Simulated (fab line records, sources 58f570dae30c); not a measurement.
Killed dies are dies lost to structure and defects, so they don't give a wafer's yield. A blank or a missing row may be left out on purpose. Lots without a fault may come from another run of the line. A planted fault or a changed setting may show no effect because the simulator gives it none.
fab line records | flow berkeley_cmos170
record lots=5 wafers=15 last_day=11
route steps=331 shown CONTACT@229 M1@238 V1@254
lots that met no fault: from a run of the same line without faults
start_h: hours from the record's first day to the start of the lot's first wafer shown | wait_h: hours since the lot's step before | " the same as in the row above | L1.1+2: a row that stands for several wafers | - no value, or no start given | * or withheld: withheld | < > ~ a bound
route shown NAME@n: a module of which the file shows steps, and the number in the route of the first | usual: mean/standard deviation of fault-free wafers | same: alike in all rows | chamber/n: place in a boat | sites: the reading at each site | _std_site: their standard deviation | _edge_site: outer sites' mean less inner sites' | radius_mm: how far each site lies from the wafer's centre | mask NAME#n: copy n | behind: the tool/chamber that last shaped the wafer | hold: why the lot was held/for how many hours/how that ended | device: the transistor (n, p or np) that didn't switch | end of line: the same wafers' tests at the end of the route | a step without rows: its recipe alone | killed: dies lost to structure and defects at the first sort, not the wafer's yield | map: a wafer's dies, x killed, . not, _ none there
set.NAME: the setting as run; set.NAME@STEP: as run at that earlier step | model.NAME: the simulator's own value behind a step, which no gauge read
lots at some steps of the route; a table a step, a row a wafer
services: from which hour (start_h, from the record's first day; less than 0 if before it) a tool's chamber was out of use, for how many hours, and why
## steps
# step UCB170_CONTACT_PEB_13
# recipe peb_temp_c=130 peb_time_s=withheld resist=KrF
# columns lot.wafer tool chamber start_h wait_h
L075.1+2+6 litho_track-04 0 142.05 0.1
L074.3+5+6 litho_track-02 0 143.32 0.1
L085.2+3+5 litho_track-02 0 187.86 0.1
L091.3+5+6 litho_track-01 0 219.10 0.1
L094.2+3+6 litho_track-01 0 240.41 0.1
# step UCB170_CONTACT_DEVELOP_14
# recipe developer=TMAH develop_time_s=45 resist=KrF dev_temp_c=21
# columns lot.wafer tool chamber start_h wait_h
L075.1+2+6 litho_track-04 0 - -
L074.3+5+6 litho_track-02 0 - -
L085.2+3+5 litho_track-02 0 - -
L091.3+5+6 litho_track-01 0 - -
L094.2+3+6 litho_track-01 0 - -
# step UCB170_CONTACT_CD_MEAS_15
# recipe target_cd_nm=700
# usual cd_nm=700.0/1.2
# columns lot.wafer tool chamber start_h wait_h cd_nm
L075.1 cd_sem-01 - 142.33 - 700.2
L075.2 " - " " 700.0
L075.6 " - " " 701.6
L074.3 cd_sem-01 - 143.59 - 698.4
L074.5 " - " " 700.3
L074.6 " - " " 701.4
L085.2 cd_sem-01 - 188.13 - 700.4
L085.3 " - " " 699.8
L085.5 " - " " 700.6
L091.3 cd_sem-01 - 219.36 - 698.9
L091.5 " - " " 698.5
L091.6 " - " " 697.5
L094.2 cd_sem-01 - 240.68 - 698.7
L094.3 " - " " 699.4
L094.6 " - " " 699.5
# step UCB170_CONTACT_OVL_MEAS_16
# usual CONTACT_OVL=1/6
# columns lot.wafer tool chamber start_h wait_h CONTACT_OVL[nm]
L075.1 overlay-02 - 142.45 0.1 -2
L075.2 " - " " -3
L075.6 " - " " 0
L074.3 overlay-02 - 143.68 0.1 1
L074.5 " - " " -2
L074.6 " - " " -5
L085.2 overlay-01 - 188.24 0.1 0
L085.3 " - " " -2
L085.5 " - " " -6
L091.3 overlay-02 - 219.46 0.1 -6
L091.5 " - " " 4
L091.6 " - " " -2
L094.2 overlay-02 - 240.78 0.1 6
L094.3 " - " " 0
L094.6 " - " " 5
# step UCB170_CONTACT_ETCH_17
# recipe chemistry=N2/H2 target_depth_a=withheld overetch_a=withheld target=BARC time_s=withheld source_w=500 bias_w=100 pressure_mtorr=30 n2_flow_sccm=100 h2_flow_sccm=200
# usual chamber_pressure_mTorr=30.003/0.027 drypump_motor_current_A=5.8/0.43 oes_product_au=0.999/0.022 throttle_valve_pct=13.23/0.18
# columns lot.wafer tool chamber start_h wait_h chamber_pressure_mTorr drypump_motor_current_A oes_product_au throttle_valve_pct
L075.1 rie_diel-04 0 142.49 0.0 30.007 6.2 0.989 13.17
L075.2 " 2 " " 30.013 5.8 1.034 13.51
L075.6 " 3 " " 29.995 6.3 1.011 13.33
L074.3 rie_diel-01 3 143.70 0.0 29.973 5.2 0.991 13.52
L074.5 " 0 " " 30.016 5.3 0.962 13.33
L074.6 " 3 " " 29.997 5.2 0.993 13.53
L085.2 rie_diel-04 3 188.27 0.0 29.998 6.3 1.011 13.35
L085.3 " 1 " " 30.005 5.8 0.997 13.41
L085.5 " 3 " " 29.964 6.3 1.007 13.35
L091.3 rie_diel-02 3 219.48 0.0 29.971 5.8 1.022 13.25
L091.5 " 1 " " 29.981 5.6 0.971 13.02
L091.6 " 2 " " 30.022 5.8 1.005 12.97
L094.2 rie_diel-02 0 240.81 0.0 30.031 5.8 1.021 13.10
L094.3 " 3 " " 30.003 5.8 1.006 13.27
L094.6 " 1 " " 29.973 5.6 0.969 12.99
# step UCB170_CONTACT_ETCH_18
# recipe chemistry=CHF3/CF4/Ar target=PSG stop_on=TiSi2 CHF3_flow_sccm=45 cf4_flow_sccm=15 Ar_flow_sccm=150 pressure_mtorr=200 rf_w=700 target_depth_a=8400 over_etch_frac=0.2 time_s=195
# usual chamber_pressure_mTorr=199.98/0.17 drypump_motor_current_A=5.8/0.43 oes_product_au=0.892/0.015 throttle_valve_pct=6.87/0.11
# columns lot.wafer tool chamber start_h wait_h chamber_pressure_mTorr drypump_motor_current_A oes_product_au rf_hours_counter_h throttle_valve_pct
L075.1 rie_diel-04 0 - - 200.13 6.1 0.890 21 6.85
L075.2 " 2 " " 200.14 5.8 0.906 133 7.08
L075.6 " 3 " " 200.19 6.3 0.906 - 6.91
L074.3 rie_diel-01 3 - - 200.12 5.2 0.912 13 7.03
L074.5 " 0 " " 199.76 5.2 0.877 - 6.80
L074.6 " 3 " " 199.89 5.2 0.904 - 7.03
L085.2 rie_diel-04 3 - - 200.14 6.3 0.902 87 6.91
L085.3 " 1 " " 199.94 5.8 0.889 50 6.95
L085.5 " 3 " " 200.15 6.3 0.898 - 6.90
L091.3 rie_diel-02 3 - - 199.81 5.8 0.910 113 6.99
L091.5 " 1 " " 199.94 5.6 0.867 - 6.69
L091.6 " 2 " " 199.97 5.8 0.889 - 6.82
L094.2 rie_diel-02 0 - - 200.12 5.8 0.916 8 6.80
L094.3 " 3 " " 199.90 5.8 0.906 114 6.98
L094.6 " 1 " " 200.02 5.6 0.873 - 6.69
# step UCB170_CONTACT_STRIP_19
# recipe chemistry=O2 power_w=400 pressure_mtorr=3500 platen_temp_c=withheld o2_flow_sccm=400 overash_fraction=0.5
# usual chamber_pressure_mTorr=3500/3.2 drypump_motor_current_A=5.6/0.34 oes_product_au=0.725/0.0049
# columns lot.wafer tool chamber start_h wait_h chamber_pressure_mTorr drypump_motor_current_A oes_product_au rf_hours_counter_h
L075.1 plasma_asher-04 0 142.66 - 3503 5.3 0.730 40
L075.2 " 1 " " 3503 6.2 0.727 40
L075.6 " 0 " " 3499 5.3 0.731 -
L074.3 plasma_asher-02 0 143.90 - 3498 5.7 0.725 -
L074.5 " 0 " " 3502 5.7 0.733 -
L074.6 " 1 " " 3502 5.2 0.726 -
L085.2 plasma_asher-01 0 188.43 - 3499 5.7 0.722 9
L085.3 " 0 " " 3500 5.7 0.727 -
L085.5 " 1 " " 3500 5.6 0.722 -
L091.3 plasma_asher-04 0 219.68 - 3502 5.3 0.718 -
L091.5 " 1 " " 3502 6.2 0.718 -
L091.6 " 0 " " 3500 5.3 0.723 -
L094.2 plasma_asher-02 0 240.98 - 3503 5.7 0.734 53
L094.3 " 1 " " 3501 5.2 0.723 -
L094.6 " 1 " " 3494 5.2 0.726 -
# step UCB170_CONTACT_CD_MEAS_90
# recipe target_cd_nm=700
# usual cd_nm=700.0/1.7
# columns lot.wafer tool chamber start_h wait_h cd_nm
L075.1 cd_sem-01 - 142.76 0.1 700.0
L075.2 " - " " 699.3
L075.6 " - " " 700.2
L074.3 cd_sem-01 - 144.01 0.1 699.1
L074.5 " - " " 700.3
L074.6 " - " " 700.7
L085.2 cd_sem-01 - 188.55 0.1 699.3
L085.3 " - " " 701.2
L085.5 " - " " 699.5
L091.3 cd_sem-02 - 219.79 0.1 697.4
L091.5 " - " " 698.4
L091.6 " - " " 698.5
L094.2 cd_sem-01 - 241.10 0.1 699.7
L094.3 " - " " 698.7
L094.6 " - " " 700.5
# step UCB170_CONTACT_CLEAN_20
# recipe chemistry=SPM temp_c=120 time_s=600
# columns lot.wafer tool chamber start_h wait_h
L075.1+2+6 wet_bench-04 0 142.88 0.1
L074.3+5+6 wet_bench-04 1 144.09 0.1
L085.2+3+5 wet_bench-04 3 188.68 0.1
L091.3+5+6 wet_bench-04 3 219.87 0.1
L094.2+3+6 wet_bench-04 2 241.20 0.1
# step UCB170_M1_SPUTTER_00
# recipe material=Al target_thk_nm=600 time_s=80 power_w=6000 chamber_pressure_pa=0.5
# usual chamber_pressure_pa=0.5000/0.00097 throttle_valve_pct=30.0/1.3
# columns lot.wafer tool chamber start_h wait_h chamber_pressure_pa throttle_valve_pct
L075.1 pvd_sputter-01 - 143.07 0.0 0.5006 28.6
L075.2 " - " " 0.4986 29.9
L075.6 " - " " 0.4984 29.8
L074.3 pvd_sputter-03 - 144.26 0.0 0.5006 32.7
L074.5 " - " " 0.5015 30.4
L074.6 " - " " 0.4991 32.7
L085.2 pvd_sputter-04 - 188.86 0.0 0.4984 30.9
L085.3 " - " " 0.4998 30.6
L085.5 " - " " 0.4990 30.9
L091.3 pvd_sputter-01 - 220.06 0.0 0.4985 28.4
L091.5 " - " " 0.4996 28.2
L091.6 " - " " 0.4997 30.0
L094.2 pvd_sputter-01 - 241.39 0.0 0.4992 29.8
L094.3 " - " " 0.5006 28.5
L094.6 " - " " 0.5002 29.8
# step UCB170_M1_RS_MEAS_01
# recipe thk_meas_gauge=four-point-probe reads=Al_of_M1_SPUTTER_00
# usual M1_AL_RS=0.0485/0.00047
# columns lot.wafer tool chamber start_h wait_h M1_AL_RS[ohm/sq]
L075.1 film_metro-03 - 143.13 0.0 0.0487
L075.2 " - " " 0.0489
L075.6 " - " " 0.0490
L074.3 film_metro-04 - 144.36 0.1 0.0487
L074.5 " - " " 0.0491
L074.6 " - " " 0.0485
L085.2 film_metro-01 - 188.94 0.1 0.0486
L085.3 " - " " 0.0488
L085.5 " - " " 0.0483
L091.3 film_metro-01 - 220.16 0.1 0.0488
L091.5 " - " " 0.0490
L091.6 " - " " 0.0492
L094.2 film_metro-03 - 241.47 0.1 0.0492
L094.3 " - " " 0.0487
L094.6 " - " " 0.0490
# step UCB170_M1_THK_MEAS_02
# recipe thk_meas_gauge=xrf reads=Al_of_M1_SPUTTER_00
# usual M1_AL_THK=609/6.9
# columns lot.wafer tool chamber start_h wait_h M1_AL_THK[nm]
L075.1 film_metro-03 - 143.25 0.1 604
L075.2 " - " " 601
L075.6 " - " " 600
L074.3 film_metro-04 - 144.46 0.1 610
L074.5 " - " " 603
L074.6 " - " " 610
L085.2 film_metro-01 - 189.05 0.1 612
L085.3 " - " " 607
L085.5 " - " " 610
L091.3 film_metro-01 - 220.26 0.1 602
L091.5 " - " " 601
L091.6 " - " " 595
L094.2 film_metro-03 - 241.58 0.1 597
L094.3 " - " " 603
L094.6 " - " " 600
# step UCB170_M1_COAT_03
# recipe resist=BARC temp_c=withheld time_s=withheld spin_rpm=3000 resist_thk_nm=withheld
# columns lot.wafer tool chamber start_h wait_h
L075.1+2+6 litho_track-03 0 143.31 0.1
L074.3+5+6 litho_track-03 0 144.55 0.1
L085.2+3+5 litho_track-03 0 189.26 0.2
L091.3+5+6 litho_track-03 0 220.35 0.1
L094.2+3+6 litho_track-03 0 241.66 0.1
# step UCB170_M1_COAT_04
# recipe resist=KrF spin_rpm=1500 resist_thk_nm=900
# columns lot.wafer tool chamber start_h wait_h
L075.1+2+6 litho_track-03 0 - -
L074.3+5+6 litho_track-03 0 - -
L085.2+3+5 litho_track-03 0 - -
L091.3+5+6 litho_track-03 0 - -
L094.2+3+6 litho_track-03 0 - -
# step UCB170_M1_SOFTBAKE_05
# recipe resist=KrF temp_c=130 time_s=60
# columns lot.wafer tool chamber start_h wait_h
L075.1+2+6 litho_track-03 0 - -
L074.3+5+6 litho_track-03 0 - -
L085.2+3+5 litho_track-03 0 - -
L091.3+5+6 litho_track-03 0 - -
L094.2+3+6 litho_track-03 0 - -
# step UCB170_M1_EXPOSE_06
# recipe mask_id=METAL1 target_cd_nm=700 na=0.5 sigma_outer=0.6 source_shape=conventional dose_mj=21
# columns lot.wafer tool chamber start_h wait_h mask
L075.1+2+6 krf_scanner-01 0 143.93 - METAL1#0
L074.3+5+6 krf_scanner-01 0 144.99 - METAL1#0
L085.2+3+5 krf_scanner-01 0 189.70 - METAL1#0
L091.3+5+6 krf_scanner-02 0 220.91 - METAL1#0
L094.2+3+6 krf_scanner-01 0 242.29 - METAL1#0
# step UCB170_M1_PEB_07
# recipe peb_temp_c=130 peb_time_s=withheld resist=KrF
# columns lot.wafer tool chamber start_h wait_h
L075.1+2+6 litho_track-03 0 144.05 0.1
L074.3+5+6 litho_track-04 0 145.29 0.3
L085.2+3+5 litho_track-03 0 189.82 0.1
L091.3+5+6 litho_track-02 0 221.04 0.1
L094.2+3+6 litho_track-02 0 242.42 0.1
# step UCB170_M1_DEVELOP_08
# recipe developer=TMAH develop_time_s=45 resist=KrF dev_temp_c=21
# columns lot.wafer tool chamber start_h wait_h
L075.1+2+6 litho_track-03 0 - -
L074.3+5+6 litho_track-04 0 - -
L085.2+3+5 litho_track-03 0 - -
L091.3+5+6 litho_track-02 0 - -
L094.2+3+6 litho_track-02 0 - -
# step UCB170_M1_CD_MEAS_09
# recipe target_cd_nm=700
# usual cd_nm=700.5/1.3
# columns lot.wafer tool chamber start_h wait_h cd_nm
L075.1 cd_sem-02 - 144.32 - 701.9
L075.2 " - " " 701.5
L075.6 " - " " 701.8
L074.3 cd_sem-02 - 145.55 - 700.5
L074.5 " - " " 701.4
L074.6 " - " " 700.9
L085.2 cd_sem-02 - 190.10 - 701.4
L085.3 " - " " 701.5
L085.5 " - " " 702.3
L091.3 cd_sem-02 - 221.31 - 700.6
L091.5 " - " " 699.3
L091.6 " - " " 700.9
L094.2 cd_sem-01 - 242.69 - 698.7
L094.3 " - " " 699.7
L094.6 " - " " 700.6
# step UCB170_M1_OVL_MEAS_10
# usual M1_OVL=-3/5.3
# columns lot.wafer tool chamber start_h wait_h M1_OVL[nm]
L075.1 overlay-01 - 144.44 0.1 -10
L075.2 " - " " -8
L075.6 " - " " -10
L074.3 overlay-02 - 145.64 0.1 -5
L074.5 " - " " -14
L074.6 " - " " -11
L085.2 overlay-02 - 190.21 0.1 1
L085.3 " - " " -6
L085.5 " - " " -2
L091.3 overlay-02 - 221.40 0.1 -7
L091.5 " - " " 7
L091.6 " - " " 0
L094.2 overlay-02 - 242.80 0.1 -7
L094.3 " - " " -2
L094.6 " - " " 1
# step UCB170_M1_ETCH_11
# recipe chemistry=N2/H2 target_depth_a=withheld overetch_a=withheld target=BARC time_s=withheld source_w=500 bias_w=100 pressure_mtorr=30 n2_flow_sccm=100 h2_flow_sccm=200
# usual chamber_pressure_mTorr=30.000/0.027 drypump_motor_current_A=5.7/0.56 oes_product_au=0.997/0.016 throttle_valve_pct=13.33/0.14
# columns lot.wafer tool chamber start_h wait_h chamber_pressure_mTorr drypump_motor_current_A oes_product_au throttle_valve_pct
L075.1 rie_diel-04 1 144.48 0.0 30.008 5.8 1.000 13.40
L075.2 " 0 " " 29.987 6.2 0.998 13.18
L075.6 " 3 " " 29.983 6.3 1.014 13.32
L074.3 rie_diel-03 3 145.67 0.0 30.017 4.9 1.017 13.29
L074.5 " 1 " " 29.981 6.0 0.977 13.41
L074.6 " 2 " " 30.009 6.3 1.001 13.56
L085.2 rie_diel-03 3 190.24 0.0 30.019 4.8 1.021 13.27
L085.3 " 0 " " 29.983 5.1 1.002 13.13
L085.5 " 0 " " 30.003 5.1 1.016 13.13
L091.3 rie_diel-03 3 221.42 0.0 30.016 4.9 1.012 13.28
L091.5 " 0 " " 30.019 5.1 1.000 13.13
L091.6 " 3 " " 30.005 4.9 0.995 13.27
L094.2 rie_diel-01 1 242.83 0.0 30.001 6.7 1.013 13.17
L094.3 " 0 " " 29.987 5.3 0.970 13.33
L094.6 " 3 " " 30.040 5.3 0.994 13.54
# step UCB170_M1_METAL_ETCH_12
# recipe chemistry=Cl2/BCl3 target=Al stop_on=PSG pressure_mtorr=12 target_depth_a=7800 over_etch_frac=0.3 time_s=130 icp_w=600 bias_w=120 Cl2_flow_sccm=90 bcl3_flow_sccm=45
# usual chamber_pressure_mTorr=12.000/0.012 drypump_motor_current_A=5.8/0.57 oes_product_au=0.859/0.014 throttle_valve_pct=24.19/0.11
# columns lot.wafer tool chamber start_h wait_h chamber_pressure_mTorr drypump_motor_current_A oes_product_au rf_hours_counter_h throttle_valve_pct
L075.1 rie_metal-03 1 144.52 - 12.021 6.0 0.882 4.1 24.10
L075.2 " 0 " " 12.008 6.1 0.844 8.6 24.08
L075.6 " 1 " " 12.006 6.1 0.869 - 24.10
L074.3 rie_metal-02 0 145.75 - 12.016 6.4 0.839 - 24.27
L074.5 " 1 " " 12.024 4.9 0.853 - 24.35
L074.6 " 0 " " 12.013 6.4 0.858 - 24.24
L085.2 rie_metal-01 0 190.28 - 12.013 4.8 0.832 13.1 24.38
L085.3 " 0 " " 12.005 4.8 0.829 - 24.39
L085.5 " 0 " " 11.990 4.8 0.830 - 24.39
L091.3 rie_metal-02 1 221.51 - 12.017 4.9 0.860 - 24.32
L091.5 " 0 " " 12.023 6.3 0.846 - 24.26
L091.6 " 1 " " 11.994 4.9 0.849 - 24.32
L094.2 rie_metal-03 1 242.87 - 12.005 6.1 0.868 6.6 24.08
L094.3 " 1 " " 11.988 6.1 0.876 - 24.09
L094.6 " 0 " " 11.987 6.1 0.849 - 24.07
# step UCB170_M1_STRIP_13
# recipe chemistry=O2 power_w=400 pressure_mtorr=3500 platen_temp_c=withheld o2_flow_sccm=400 overash_fraction=0.5
# usual chamber_pressure_mTorr=3500/3.1 drypump_motor_current_A=5.55/0.18 oes_product_au=0.720/0.0046
# columns lot.wafer tool chamber start_h wait_h chamber_pressure_mTorr drypump_motor_current_A oes_product_au rf_hours_counter_h
L075.1 plasma_asher-03 1 144.65 0.1 3501 5.53 0.723 39
L075.2 " 0 " " 3500 5.61 0.718 39
L075.6 " 0 " " 3500 5.60 0.731 -
L074.3 plasma_asher-03 0 145.88 0.1 3500 5.61 0.718 -
L074.5 " 1 " " 3501 5.56 0.721 -
L074.6 " 0 " " 3505 5.62 0.723 -
L085.2 plasma_asher-01 1 190.41 0.1 3501 5.62 0.723 9
L085.3 " 1 " " 3494 5.64 0.717 -
L085.5 " 0 " " 3500 5.67 0.724 -
L091.3 plasma_asher-01 1 221.63 0.1 3497 5.60 0.727 -
L091.5 " 0 " " 3498 5.63 0.715 -
L091.6 " 1 " " 3496 5.60 0.720 -
L094.2 plasma_asher-03 1 243.00 0.1 3502 5.55 0.718 49
L094.3 " 1 " " 3495 5.54 0.718 -
L094.6 " 0 " " 3500 5.59 0.722 -
# step UCB170_M1_CD_MEAS_90
# recipe target_cd_nm=700
# usual cd_nm=700.7/2.3
# columns lot.wafer tool chamber start_h wait_h cd_nm
L075.1 cd_sem-01 - 144.75 0.1 704.2
L075.2 " - " " 699.0
L075.6 " - " " 701.1
L074.3 cd_sem-01 - 145.98 0.1 700.0
L074.5 " - " " 701.7
L074.6 " - " " 701.4
L085.2 cd_sem-02 - 190.53 0.1 701.8
L085.3 " - " " 700.1
L085.5 " - " " 703.3
L091.3 cd_sem-01 - 221.74 0.1 701.2
L091.5 " - " " 702.2
L091.6 " - " " 700.5
L094.2 cd_sem-02 - 243.12 0.1 697.1
L094.3 " - " " 698.1
L094.6 " - " " 702.1
# step UCB170_M1_ANNEAL_14
# recipe temp_c=400 time_s=1200 ambient=forming_gas
# usual zone_power_centre_pct=14.7/1.2
# columns lot.wafer tool chamber start_h wait_h zone_power_centre_pct
L074.3 - - 150.08 4.1 14.1
L074.5 " - " " 14.3
L074.6 " - " " 13.9
L075.1 - - 150.08 5.3 14.3
L075.2 " - " " 14.2
L075.6 " - " " 14.2
L085.2 - - 194.69 4.1 17.4
L085.3 " - " " 17.3
L085.5 " - " " 17.2
L091.3 - - 222.45 0.7 14.3
L091.5 " - " " 14.1
L091.6 " - " " 14.4
L094.2 - - 247.12 4.0 14.1
L094.3 " - " " 14.2
L094.6 " - " " 14.4
# step UCB170_V1_CVD_00
# recipe material=SiO2 target_thk_nm=2000 temp_c=390 precursor=TEOS/O2 time_s=250 rf_w=550 pressure_mtorr=9000
# usual heater_power_w=239/72 pressure_mtorr=9001/17
# columns lot.wafer tool chamber start_h wait_h heater_power_w pressure_mtorr
L074.3 pecvd-02 0 151.41 0.0 282 9019
L074.5 " 0 " " 228 8991
L074.6 " 1 " " 311 8985
L075.1 pecvd-03 0 151.41 0.0 307 8985
L075.2 " 1 " " 168 9013
L075.6 " 2 " " 171 8988
L085.2 pecvd-03 0 196.03 0.0 302 9024
L085.3 " 2 " " 206 9030
L085.5 " 0 " " 235 9009
L091.3 pecvd-04 2 223.94 0.2 191 9005
L091.5 " 0 " " 453 9017
L091.6 " 2 " " 258 9015
L094.2 pecvd-03 1 248.45 0.0 154 9002
L094.3 " 0 " " 263 8996
L094.6 " 0 " " 324 9020
# step UCB170_V1_THK_MEAS_01
# recipe reads=SiO2_of_V1_CVD_00
# usual V1_TEOS_THK=2009/28
# columns lot.wafer tool chamber start_h wait_h V1_TEOS_THK[nm]
L075.1 film_metro-04 - 151.57 0.1 2007
L075.2 " - " " 2004
L075.6 " - " " 2027
L074.3 film_metro-04 - 151.65 0.2 2006
L074.5 " - " " 2033
L074.6 " - " " 2010
L085.2 film_metro-02 - 196.19 0.1 2019
L085.3 " - " " 2019
L085.5 " - " " 2074
L091.3 film_metro-04 - 224.11 0.1 1999
L091.5 " - " " 2012
L091.6 " - " " 2033
L094.2 film_metro-03 - 248.61 0.1 2017
L094.3 " - " " 2000
L094.6 " - " " 2036
# step UCB170_V1_CMP_02
# recipe material=SiO2 down_force_psi=6 platen_rpm=60 pad_velocity_m_s=0.75398
# usual motor_current_A=15.7/1.7 slurry_flow_ml_min=150.0/0.51
# columns lot.wafer tool chamber start_h wait_h motor_current_A slurry_flow_ml_min
L075.2 cmp-02 0 151.63 0.0 13.0 149.7
L075.1 " 2 " " 17.7 150.3
L075.6 " 1 " " 13.5 149.8
L074.3 cmp-02 3 152.23 0.6 17.2 151.5
L074.6 " 3 " " 17.4 149.9
L074.5 " 0 " " 13.3 151.2
L085.3 cmp-01 0 196.29 0.1 17.5 150.9
L085.2 " 1 " " 15.2 149.7
L085.5 " 3 " " 14.4 149.5
L091.3 cmp-02 0 224.45 0.3 13.3 148.9
L091.6 " 1 " " 14.2 150.5
L091.5 " 2 " " 17.0 149.7
L094.3 cmp-01 1 248.71 0.1 15.4 149.9
L094.2 " 2 " " 16.6 149.6
L094.6 " 0 " " 16.8 149.3
# step UCB170_V1_BOW_MEAS_03
# recipe mode=bow
# usual V1_BOW=20/6.6
# columns lot.wafer tool chamber start_h wait_h V1_BOW[um]
L075.1 film_metro-04 - 151.93 0.1 25
L075.2 " - " " 18
L075.6 " - " " 22
L074.3 film_metro-03 - 152.60 0.3 26
L074.5 " - " " 22
L074.6 " - " " 21
L085.2 film_metro-02 - 196.56 0.2 24
L085.3 " - " " 24
L085.5 " - " " 24
L091.3 film_metro-03 - 224.64 0.1 23
L091.5 " - " " 27
L091.6 " - " " 37
L094.2 film_metro-03 - 248.98 0.2 18
L094.3 " - " " 31
L094.6 " - " " 18
# step UCB170_V1_THK_MEAS_04
# recipe reads=SiO2_of_V1_CVD_00
# usual V1_POLISHED_THK=1000.3/1.3
# columns lot.wafer tool chamber start_h wait_h V1_POLISHED_THK[nm]
L075.1 film_metro-04 - 152.05 0.1 999.5
L075.2 " - " " 996.9
L075.6 " - " " 1002.0
L074.3 film_metro-03 - 152.70 0.1 1001.9
L074.5 " - " " 999.1
L074.6 " - " " 1001.4
L085.2 film_metro-02 - 196.67 0.1 1000.1
L085.3 " - " " 1000.6
L085.5 " - " " 1001.0
L091.3 film_metro-03 - 224.74 0.1 1000.3
L091.5 " - " " 1000.4
L091.6 " - " " 1000.9
L094.2 film_metro-03 - 249.09 0.1 1000.5
L094.3 " - " " 1001.7
L094.6 " - " " 1000.3
# step UCB170_V1_CLEAN_05
# recipe chemistry=DIW
# columns lot.wafer tool chamber start_h wait_h
L075.1+2+6 wet_bench-03 1 152.72 0.7
L074.3+5+6 wet_bench-03 0 152.94 0.2
L085.2+3+5 wet_bench-02 3 196.72 0.0
L091.3+5+6 wet_bench-02 1 226.31 1.6
L094.2+3+6 wet_bench-03 0 249.14 0.0
# step UCB170_V1_HMDS_06
# recipe prime_time_s=60 prime_temp_c=100
# columns lot.wafer tool chamber start_h wait_h
L075.1+2+6 litho_track-03 0 153.08 0.2
L074.3+5+6 litho_track-04 0 153.19 0.1
L085.2+3+5 litho_track-03 0 196.95 0.0
L091.3+5+6 litho_track-04 0 227.07 0.6
L094.2+3+6 litho_track-04 0 249.34 0.0
# step UCB170_V1_COAT_07
# recipe resist=KrF spin_rpm=1500 resist_thk_nm=900
# columns lot.wafer tool chamber start_h wait_h
L075.1+2+6 litho_track-03 0 153.23 0.1
L074.3+5+6 litho_track-04 0 153.34 0.1
L085.2+3+5 litho_track-03 0 197.10 0.1
L091.3+5+6 litho_track-04 0 227.22 0.1
L094.2+3+6 litho_track-04 0 249.49 0.1
# step UCB170_V1_SOFTBAKE_08
# recipe resist=KrF temp_c=130 time_s=60
# columns lot.wafer tool chamber start_h wait_h
L075.1+2+6 litho_track-03 0 153.38 0.1
L074.3+5+6 litho_track-04 0 153.49 0.1
L085.2+3+5 litho_track-03 0 197.25 0.1
L091.3+5+6 litho_track-04 0 227.37 0.1
L094.2+3+6 litho_track-04 0 249.64 0.1
# step UCB170_V1_EXPOSE_09
# recipe mask_id=VIA1 target_cd_nm=700 na=0.5 sigma_outer=0.6 source_shape=conventional dose_mj=37
# columns lot.wafer tool chamber start_h wait_h mask
L075.1+2+6 krf_scanner-01 0 153.53 0.1 VIA1#0
L074.3+5+6 krf_scanner-02 0 153.93 0.4 VIA1#0
L085.2+3+5 krf_scanner-02 0 197.52 0.2 VIA1#0
L091.3+5+6 krf_scanner-01 0 227.91 0.5 VIA1#0
L094.2+3+6 krf_scanner-02 0 250.16 0.5 VIA1#0
# step UCB170_V1_PEB_10
# recipe peb_temp_c=130 peb_time_s=withheld resist=KrF
# columns lot.wafer tool chamber start_h wait_h
L075.1+2+6 litho_track-04 0 153.65 0.1
L074.3+5+6 litho_track-04 0 154.25 0.3
L085.2+3+5 litho_track-03 0 197.68 0.1
L091.3+5+6 litho_track-03 0 228.50 0.6
L094.2+3+6 litho_track-04 0 250.48 0.3
# step UCB170_V1_DEVELOP_11
# recipe developer=TMAH develop_time_s=45 resist=KrF dev_temp_c=21
# columns lot.wafer tool chamber start_h wait_h
L075.1+2+6 litho_track-04 0 - -
L074.3+5+6 litho_track-04 0 - -
L085.2+3+5 litho_track-03 0 - -
L091.3+5+6 litho_track-03 0 - -
L094.2+3+6 litho_track-04 0 - -
# step UCB170_V1_CD_MEAS_12
# recipe target_cd_nm=700
# usual cd_nm=700.3/1.5
# columns lot.wafer tool chamber start_h wait_h cd_nm
L075.1 cd_sem-02 - 153.93 - 698.0
L075.2 " - " " 697.7
L075.6 " - " " 698.2
L074.3 cd_sem-02 - 154.52 - 699.0
L074.5 " - " " 700.1
L074.6 " - " " 699.6
L085.2 cd_sem-02 - 197.99 - 702.4
L085.3 " - " " 699.9
L085.5 " - " " 699.9
L091.3 cd_sem-02 - 228.76 - 700.9
L091.5 " - " " 700.8
L091.6 " - " " 701.1
L094.2 cd_sem-02 - 250.75 - 699.6
L094.3 " - " " 700.2
L094.6 " - " " 699.1
# step UCB170_V1_OVL_MEAS_13
# usual V1_OVL=-3/5.3
# columns lot.wafer tool chamber start_h wait_h V1_OVL[nm]
L075.1 overlay-01 - 154.05 0.1 -7
L075.2 " - " " -4
L075.6 " - " " -6
L074.3 overlay-02 - 154.61 0.1 -7
L074.5 " - " " -12
L074.6 " - " " -5
L085.2 overlay-01 - 198.10 0.1 3
L085.3 " - " " 4
L085.5 " - " " 0
L091.3 overlay-02 - 228.85 0.1 -10
L091.5 " - " " -12
L091.6 " - " " 2
L094.2 overlay-01 - 250.85 0.1 -6
L094.3 " - " " 0
L094.6 " - " " -1
## services
# columns tool chamber start_h hours kind
rie_diel-02 0 119.95 15.3 repair
rie_diel-02 2 127.36 4.1 repair
rie_diel-03 0 128.71 12.0 repair
rie_diel-04 2 135.17 3.6 repair
cmp-02 - 140.82 9.4 pm
krf_scanner-01 - 141.64 1.3 pm
krf_scanner-02 - 142.94 1.3 pm
pvd_sputter-01 - 144.05 1.3 repair
cmp-02 - 153.63 0.3 repair
rie_diel-04 3 156.15 16.7 repair
krf_scanner-02 - 156.65 1.3 repair
krf_scanner-01 - 158.06 4.0 pm
furnace-01 - 158.16 3.4 pm
rie_diel-04 0 161.49 2.4 repair
rie_diel-03 1 165.41 8.2 repair
rie_diel-03 0 167.75 7.6 repair
krf_scanner-02 - 170.65 0.9 repair
krf_scanner-02 - 173.43 1.0 pm
rie_diel-02 3 176.94 2.9 repair
rie_diel-04 2 177.69 3.3 repair
furnace-01 - 188.73 2.4 pm
krf_scanner-01 - 216.54 1.0 pm
rie_diel-02 1 222.92 5.3 repair
krf_scanner-02 - 232.67 0.8 pm
## key
fault none
